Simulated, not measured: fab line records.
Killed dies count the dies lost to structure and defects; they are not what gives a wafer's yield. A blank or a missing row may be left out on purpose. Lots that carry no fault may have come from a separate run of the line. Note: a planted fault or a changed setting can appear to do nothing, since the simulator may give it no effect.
One fault through the eyes of 2 desks ; flow berkeley-cmos170 ; numbers are kept per desk, each desk with only its own; the story behind them comes last

== AT THE TOOL OWNER'S DESK: furnace-02 ==
The tool's own readings at UCB170_WELLDRIVE_ANNEAL_03 (time 900 s): means of the sampled wafers that have a number, for each lot that ran on this tool. Marked OUT: a lot whose mean sits more than 4 standard deviations from the usual mean, which makes it out of limits; the brackets give that distance.
Columns: A = spike-tc-centre-C at UCB170_WELLDRIVE_ANNEAL_03, usual 1101.7 C; B = spike-tc-load-C at UCB170_WELLDRIVE_ANNEAL_03, usual 1127.0 C; C = spike-tc-source-C at UCB170_WELLDRIVE_ANNEAL_03, usual 1124.4 C; D = tube-center-temp-C at UCB170_WELLDRIVE_ANNEAL_03, usual 1100 C; E = tube_center_temp_C_max at UCB170_WELLDRIVE_ANNEAL_03, usual 1102.8
lot;first seen here;A;B;C;D;E
L232;day 4 10:58;1101.0;1128.0;1122.5;1100;1102.9
L233;day 4 10:58;1101.7;1126.7;1124.1;1100;1102.9
L234;day 4 23:45;1101.3;1127.3;1122.9;1100;1102.5
L235;day 4 23:45;1101.4;1128.7;1123.2;1100;1103.1
L239;day 5 21:04;1101.5;1127.1;1122.2;1100;1102.7
L240;day 5 21:04;1101.3;1127.3;1123.9;1100;1102.5
L242;day 6 09:01;1101.8;1127.4;1122.9;1100;1102.5
L243;day 6 09:01;1101.1;1127.6;1123.7;1100;1102.7
L244;day 7 03:29;1102.1;1128.2;1123.8;1100;1103.2
L251;day 8 05:09;1041.3 (-55) OUT;1066.7 (-35) OUT;1062.9 (-29) OUT;1040 (-99 or more) OUT;1043.3 (-99 or more) OUT
L252;day 8 18:56;1041.3 (-55) OUT;1067.3 (-35) OUT;1062.8 (-29) OUT;1040 (-99 or more) OUT;1042.7 (-99 or more) OUT
Finding of this desk: L251, L252 out of limits; the first was L251 at day 8 05:09, on spike-tc-centre-C at UCB170_WELLDRIVE_ANNEAL_03. In limits: L232, L233, L234, L235, L239, L240, L242, L243, L244.

== THE METROLOGY DESK ==
Lot by lot, what the gauges showed, no matter which tool ran the lot: averages of those sampled wafers that carry a number. Marked OUT: a lot whose mean sits more than 4 standard deviations from the usual mean, which makes it out of limits; the brackets give that distance.
Columns: A = NWELL_OXIDE_THK at UCB170_NWELL_THK_MEAS_02, usual 26.4 nm
lot;first seen here;A
L232;day 2 06:46;25.8
L233;day 2 06:47;25.6
L235;day 2 17:08;25.7
L234;day 2 17:08;26.5
L236;day 3 01:49;26.4
L237;day 3 01:51;25.7
L239;day 3 17:41;27.2
L240;day 3 23:01;27.2
L242;day 4 04:05;26.4
L243;day 4 09:11;26.5
L244;day 4 19:05;26.2
L250;day 5 21:58;25.9
L251;day 6 06:11;25.8
L252;day 6 13:37;26.2
Result from this desk: across the 14 lots, nothing is out of limits.

== BROUGHT TOGETHER ==
The tool owner's desk had the chance to raise an alarm at day 8 05:09 on L251, L252.
Nothing out of limits was seen by the metrology desk.
The metrology desk has L251, L252 on record, within its limits.
All the named lots went through UCB170_WELLDRIVE_ANNEAL_03 on furnace-02.

== WHAT THE SIMULATOR PUT IN ==
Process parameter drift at UCB170_WELLDRIVE_ANNEAL_03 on furnace-02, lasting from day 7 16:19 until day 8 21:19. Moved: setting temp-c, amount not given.
Shown lots that were struck: L251, L252.
Delay in hours, fault start to first out-of-limits reading, by desk: the tool owner's desk at 13.
